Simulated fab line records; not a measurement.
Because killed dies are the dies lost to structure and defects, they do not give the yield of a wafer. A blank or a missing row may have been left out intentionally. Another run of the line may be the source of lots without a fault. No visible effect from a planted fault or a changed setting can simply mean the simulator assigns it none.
Which tool did it? / flow ritCmos / 14 lots with 42 wafers sampled at 2 steps, on a route of 202 steps

## WHAT THE GAUGES SHOWED, per wafer
No reading from a measuring or inspecting step in the record can be judged against a usual standard deviation.

## WHICH TOOL RAN EACH LOT (tool, then ch and the chambers of the sampled wafers, then the start)
lot=L115; RIT_CONTACT_CVD_00=pecvd-01 ch 0,1,2, day 3 07:21; RIT_M1_PROBE_99=prober-02, day 3 13:52
lot=L116; RIT_CONTACT_CVD_00=pecvd-04 ch 0,1, day 3 17:53; RIT_M1_PROBE_99=prober-01, day 4 00:20
lot=L117; RIT_CONTACT_CVD_00=pecvd-03 ch 0,1,2, day 3 21:23; RIT_M1_PROBE_99=prober-02, day 4 03:56
lot=L119; RIT_CONTACT_CVD_00=pecvd-04 ch 0,2, day 4 07:05; RIT_M1_PROBE_99=prober-02, day 4 13:43
lot=L123; RIT_CONTACT_CVD_00=pecvd-01 ch 1,2, day 5 04:53; RIT_M1_PROBE_99=-
lot=L125; RIT_CONTACT_CVD_00=pecvd-04 ch 0,1,2, day 5 12:33; RIT_M1_PROBE_99=-
lot=L131; RIT_CONTACT_CVD_00=pecvd-04 ch 0,1,2, day 6 12:22; RIT_M1_PROBE_99=prober-02, day 6 19:02
lot=L132; RIT_CONTACT_CVD_00=pecvd-03 ch 0,1,2, day 6 21:21; RIT_M1_PROBE_99=prober-01, day 7 04:01
lot=L133; RIT_CONTACT_CVD_00=pecvd-01 ch 0,1, day 7 03:43; RIT_M1_PROBE_99=prober-02, day 7 10:16
lot=L134; RIT_CONTACT_CVD_00=pecvd-04 ch 0,1, day 7 07:12; RIT_M1_PROBE_99=prober-01, day 7 13:28
lot=L135; RIT_CONTACT_CVD_00=pecvd-03 ch 0,1,2, day 7 14:00; RIT_M1_PROBE_99=prober-02, day 7 20:28
lot=L136; RIT_CONTACT_CVD_00=pecvd-01 ch 0,1,2, day 7 18:01; RIT_M1_PROBE_99=prober-01, day 8 00:26
lot=L137; RIT_CONTACT_CVD_00=pecvd-04 ch 0,2, day 7 22:18; RIT_M1_PROBE_99=prober-02, day 8 04:49
lot=L138; RIT_CONTACT_CVD_00=pecvd-03 ch 0,2, day 7 23:17; RIT_M1_PROBE_99=prober-01, day 8 06:13
- RIT_CONTACT_CVD_00: deposits SiO2 from TEOS, target thk 400 nm, time 61 s.
- RIT_M1_PROBE_99

## AS READ BY THE TOOLS THEMSELVES (means over the sampled wafers that have a number; for cases with no such wafer, the mark the record gives instead)
RIT_CONTACT_CVD_00. Usual: heaterPowerW 299 W, standard deviation 58; rfFwdPowerW 396.1 W, standard deviation 1.6.
lot=L115; tool=pecvd-01; heaterPowerW (W)=305; rfFwdPowerW (W)=396.3; flag=
lot=L116; tool=pecvd-04; heaterPowerW (W)=384; rfFwdPowerW (W)=395.0; flag=
lot=L117; tool=pecvd-03; heaterPowerW (W)=252; rfFwdPowerW (W)=395.0; flag=
lot=L119; tool=pecvd-04; heaterPowerW (W)=341; rfFwdPowerW (W)=397.0; flag=
lot=L123; tool=pecvd-01; heaterPowerW (W)=-; rfFwdPowerW (W)=-; flag=OFF
lot=L125; tool=pecvd-04; heaterPowerW (W)=-; rfFwdPowerW (W)=-; flag=OFF
lot=L131; tool=pecvd-04; heaterPowerW (W)=337; rfFwdPowerW (W)=396.1; flag=
lot=L132; tool=pecvd-03; heaterPowerW (W)=254; rfFwdPowerW (W)=396.1; flag=
lot=L133; tool=pecvd-01; heaterPowerW (W)=312; rfFwdPowerW (W)=395.6; flag=
lot=L134; tool=pecvd-04; heaterPowerW (W)=345; rfFwdPowerW (W)=397.6; flag=
lot=L135; tool=pecvd-03; heaterPowerW (W)=291; rfFwdPowerW (W)=396.2; flag=
lot=L136; tool=pecvd-01; heaterPowerW (W)=306; rfFwdPowerW (W)=395.7; flag=
lot=L137; tool=pecvd-04; heaterPowerW (W)=344; rfFwdPowerW (W)=396.9; flag=
lot=L138; tool=pecvd-03; heaterPowerW (W)=248; rfFwdPowerW (W)=395.3; flag=

RIT_M1_PROBE_99. Usual: defectLimitedYield 97.4 %, standard deviation 1.1; killedAtContacts 0.1, standard deviation 0.31; killedAtFrontEnd 7, standard deviation 3; killedDies 7, standard deviation 3; killedOpen 3.2, standard deviation 1.9; killedShort 3.6, standard deviation 2.2; sort_bin_3_pad_short 0.1 %, standard deviation 0.24; sort_bin_5_function 1.5 %, standard deviation 0.78; sort_bin_6_memory 1.0 %, standard deviation 0.66; sortNPass 257, standard deviation 3; sortYieldPct 97.4 %, standard deviation 1.1.
lot=L115; tool=prober-02; defectLimitedYield (%)=97.1; killedAtContacts=0.0; killedAtFrontEnd=8; killedDies=8; killedOpen=4.0; killedShort=3.7; sort_bin_3_pad_short (%)=0.3; sort_bin_5_function (%)=1.3; sort_bin_6_memory (%)=1.4; sortNPass=256; sortYieldPct (%)=97.1; flag=
lot=L116; tool=prober-01; defectLimitedYield (%)=97.3; killedAtContacts=0.0; killedAtFrontEnd=7; killedDies=7; killedOpen=2.7; killedShort=3.3; sort_bin_3_pad_short (%)=0.3; sort_bin_5_function (%)=1.5; sort_bin_6_memory (%)=0.9; sortNPass=257; sortYieldPct (%)=97.3; flag=
lot=L117; tool=prober-02; defectLimitedYield (%)=97.1; killedAtContacts=0.3; killedAtFrontEnd=7; killedDies=8; killedOpen=4.0; killedShort=3.7; sort_bin_3_pad_short (%)=0.0; sort_bin_5_function (%)=1.6; sort_bin_6_memory (%)=1.3; sortNPass=256; sortYieldPct (%)=97.1; flag=
lot=L119; tool=prober-02; defectLimitedYield (%)=97.0; killedAtContacts=0.0; killedAtFrontEnd=8; killedDies=8; killedOpen=2.7; killedShort=4.0; sort_bin_3_pad_short (%)=0.1; sort_bin_5_function (%)=1.4; sort_bin_6_memory (%)=1.5; sortNPass=256; sortYieldPct (%)=97.0; flag=
lot=L131; tool=prober-02; defectLimitedYield (%)=96.0; killedAtContacts=0.3; killedAtFrontEnd=10; killedDies=11; killedOpen=4.3; killedShort=6.3; sort_bin_3_pad_short (%)=0.4; sort_bin_5_function (%)=1.9; sort_bin_6_memory (%)=1.8; sortNPass=253; sortYieldPct (%)=96.0; flag=
lot=L132; tool=prober-01; defectLimitedYield (%)=97.5; killedAtContacts=0.0; killedAtFrontEnd=7; killedDies=7; killedOpen=2.3; killedShort=4.3; sort_bin_3_pad_short (%)=0.3; sort_bin_5_function (%)=1.1; sort_bin_6_memory (%)=1.1; sortNPass=257; sortYieldPct (%)=97.5; flag=
lot=L133; tool=prober-02; defectLimitedYield (%)=96.4; killedAtContacts=0.0; killedAtFrontEnd=10; killedDies=10; killedOpen=5.7; killedShort=4.0; sort_bin_3_pad_short (%)=0.0; sort_bin_5_function (%)=2.3; sort_bin_6_memory (%)=1.4; sortNPass=254; sortYieldPct (%)=96.4; flag=
lot=L134; tool=prober-01; defectLimitedYield (%)=97.9; killedAtContacts=0.0; killedAtFrontEnd=6; killedDies=6; killedOpen=3.7; killedShort=2.0; sort_bin_3_pad_short (%)=0.1; sort_bin_5_function (%)=1.2; sort_bin_6_memory (%)=0.8; sortNPass=258; sortYieldPct (%)=97.9; flag=
lot=L135; tool=prober-02; defectLimitedYield (%)=98.5; killedAtContacts=0.0; killedAtFrontEnd=4; killedDies=4; killedOpen=2.3; killedShort=1.7; sort_bin_3_pad_short (%)=0.0; sort_bin_5_function (%)=0.6; sort_bin_6_memory (%)=0.9; sortNPass=260; sortYieldPct (%)=98.5; flag=
lot=L136; tool=prober-01; defectLimitedYield (%)=96.2; killedAtContacts=0.7; killedAtFrontEnd=9; killedDies=10; killedOpen=3.3; killedShort=6.7; sort_bin_3_pad_short (%)=0.0; sort_bin_5_function (%)=2.5; sort_bin_6_memory (%)=1.3; sortNPass=254; sortYieldPct (%)=96.2; flag=
lot=L137; tool=prober-02; defectLimitedYield (%)=98.0; killedAtContacts=0.0; killedAtFrontEnd=5; killedDies=5; killedOpen=2.3; killedShort=3.0; sort_bin_3_pad_short (%)=0.0; sort_bin_5_function (%)=1.0; sort_bin_6_memory (%)=1.0; sortNPass=259; sortYieldPct (%)=98.0; flag=
lot=L138; tool=prober-01; defectLimitedYield (%)=98.1; killedAtContacts=0.0; killedAtFrontEnd=5; killedDies=5; killedOpen=3.0; killedShort=2.0; sort_bin_3_pad_short (%)=0.0; sort_bin_5_function (%)=1.0; sort_bin_6_memory (%)=0.9; sortNPass=259; sortYieldPct (%)=98.1; flag=

## THE ANSWER, worked out from the rows above alone
Rule: a lot counts as off when the mean over its wafers that have a number is more than 3 standard deviations away from the usual mean. A lot without any number at a reading at which 4 lots or more have one is off too. The other lots that the step has rows for count as sound. After the gauges, taken in route order, come the tools' own readings; for these a lot's mean is taken, as printed above. The first step at which some lot is off is used, and at that step the reading that is off furthest; a lot without a number counts as furthest.
Off: L123, L125, at RIT_CONTACT_CVD_00 (heaterPowerW). Without a number there: L123, L125.
A tool fits if, at that step or a process step before it, it ran every lot that is off, and no sound lot after the first of them. Not one of the candidates tried fits.

## WHAT THE SIMULATOR PUT IN
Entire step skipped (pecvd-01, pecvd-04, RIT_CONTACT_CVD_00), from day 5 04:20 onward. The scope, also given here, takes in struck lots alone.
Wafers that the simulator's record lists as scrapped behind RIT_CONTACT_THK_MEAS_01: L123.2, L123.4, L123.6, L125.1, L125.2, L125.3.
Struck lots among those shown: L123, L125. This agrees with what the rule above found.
